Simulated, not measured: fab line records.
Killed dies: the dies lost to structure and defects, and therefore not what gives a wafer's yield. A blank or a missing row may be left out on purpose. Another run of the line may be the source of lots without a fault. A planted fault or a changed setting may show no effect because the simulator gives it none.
Lot-split experiment -- flow berkeley cmos170 -- on a route of 331 steps: 5 lots, 23 wafers read

THE SPLIT ITSELF
At UCB170_ACTIVE_EXPOSE_10 (exposes mask ACTIVE, target cd 1200 nm), the setting dose mj was moved away from the recipe's 20 on 8 of the 23 wafers read, by -6.4% to +2.3%. This setting was run at the recipe's value on the other wafers.

FROM THE SPLIT TO THE READING: what the file shows between them, 5 steps
- UCB170_ACTIVE_PEB_11
- UCB170_ACTIVE_DEVELOP_12: develop time 45 s
- UCB170_ACTIVE_CD_MEAS_13: target cd 1200 nm
- UCB170_ACTIVE_ETCH_15: etches Si3N4 in CH3F/Ar/O2, stops on SiO2, target depth 242 nm, time 151 s
- UCB170_ACTIVE_STRIP_16: strips in O2

THE READING
cd nm, in nm, at UCB170_ACTIVE_CD_MEAS_90 (target cd 1200 nm). Fault-free wafers of this fab line usually give 1199.4 nm, standard deviation 1.7 nm.

wafer,"tool, chamber at the split",dose mj as run,against the recipe,"cd nm, nm",against lot-mates on the recipe
L076.1,"krf scanner-01, 0",20,recipe,1198.1,-
L076.2,"krf scanner-01, 0",20,recipe,1198.3,-
L076.6,"krf scanner-01, 0",20,recipe,1198.2,-
L077.1,"krf scanner-02, 0",20,recipe,1197.8,-
L077.3,"krf scanner-02, 0",20,recipe,1198.6,-
L077.4,"krf scanner-02, 0",20,recipe,1198.8,-
L077.5,"krf scanner-02, 0",20,recipe,1197.5,-
L077.6,"krf scanner-02, 0",20,recipe,1199.3,-
L078.1,"krf scanner-02, 0",18.72,-6.4%,1213.5,+11.4
L078.3,"krf scanner-02, 0",18.72,-6.4%,1213.1,+11.0
L078.4,"krf scanner-02, 0",20,recipe,1201.4,-
L078.5,"krf scanner-02, 0",20,recipe,1202.7,-
L078.6,"krf scanner-02, 0",18.72,-6.4%,1213.3,+11.2
L080.1,"krf scanner-02, 0",20,recipe,1197.0,-
L080.2,"krf scanner-02, 0",20.46,+2.3%,1192.7,-4.5
L080.4,"krf scanner-02, 0",20.46,+2.3%,1192.0,-5.2
L080.5,"krf scanner-02, 0",20,recipe,1197.5,-
L080.6,"krf scanner-02, 0",20.46,+2.3%,1191.4,-5.8
L085.1,"krf scanner-02, 0",19.39,-3.0%,1203.5,+4.3
L085.2,"krf scanner-02, 0",19.39,-3.0%,1203.7,+4.5
L085.3,"krf scanner-02, 0",20,recipe,1198.4,-
L085.4,"krf scanner-02, 0",20,recipe,1200.0,-
L085.6,"krf scanner-02, 0",20,recipe,1199.2,-

THE FIT
A straight line over all 23 wafers: cd nm changes by -2.3 nm for each +1% of dose mj; r = -0.97; the points scatter about the line by 1.5 nm.
The same after taking each lot's own level away (the mean of its wafers on the recipe; 23 wafers): -1.8 nm for each +1%; r = -0.99; scatter 0.68 nm.
According to that fit, moving dose mj by its largest amount changes the reading by 12 nm.
Across the lots, their own levels run from 1197.25 to 1202.05 nm, a range of 2.8 times the standard deviation given above.
So the lot-to-lot level changes the slope: the two fits differ.
Check: with one of the wafers moved furthest among these (-6.4%) left out of the fit, the line predicts +11.2 nm for it against its lot-mates. It came out at +11.4 nm against them.

THE OTHER SPLITS THESE WAFERS WENT THROUGH
Note: prior to the reading, these wafers also went through further splits. Each is held against what the fit with the lots' levels taken away leaves over:
other split on the same wafers,wafers away from the commonest value,r with cd nm (lot level and that fit taken away)
UCB170_START_OXIDATION_02 temp c,15,+0.31
UCB170_NWELL_IMPLANT_14 energy kev,9,-0.14
UCB170_PWELL_CVD_05 sih2cl2 flow sccm,15,-0.15
UCB170_PWELL_IMPLANT_15 dose cm2,6,-0.18
UCB170_ACTIVE_OXIDATION_02 ox time s,15,-0.20

THE WHOLE CHAIN: every reading that the file lists as answering this split, in the file's order
step,what it does,reading,change (the file's fit),r (the file's)
UCB170_ACTIVE_CD_MEAS_13,target cd 1200 nm,cd nm,-1.71 nm for each +1% of the setting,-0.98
UCB170_ACTIVE_ETCH_15,"etches Si3N4 in CH3F/Ar/O2, stops on SiO2, target depth 242 nm, time 151 s","ACTIVE.cd nm (the simulator's own value, which no gauge read)",-1.77 nm for each +1% of the setting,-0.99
UCB170_ACTIVE_CD_MEAS_90,target cd 1200 nm,cd nm,-1.75 nm for each +1% of the setting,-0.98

FILE'S OWN FIT
cd nm changes by -1.75 nm for each +1% of dose mj, r = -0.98.
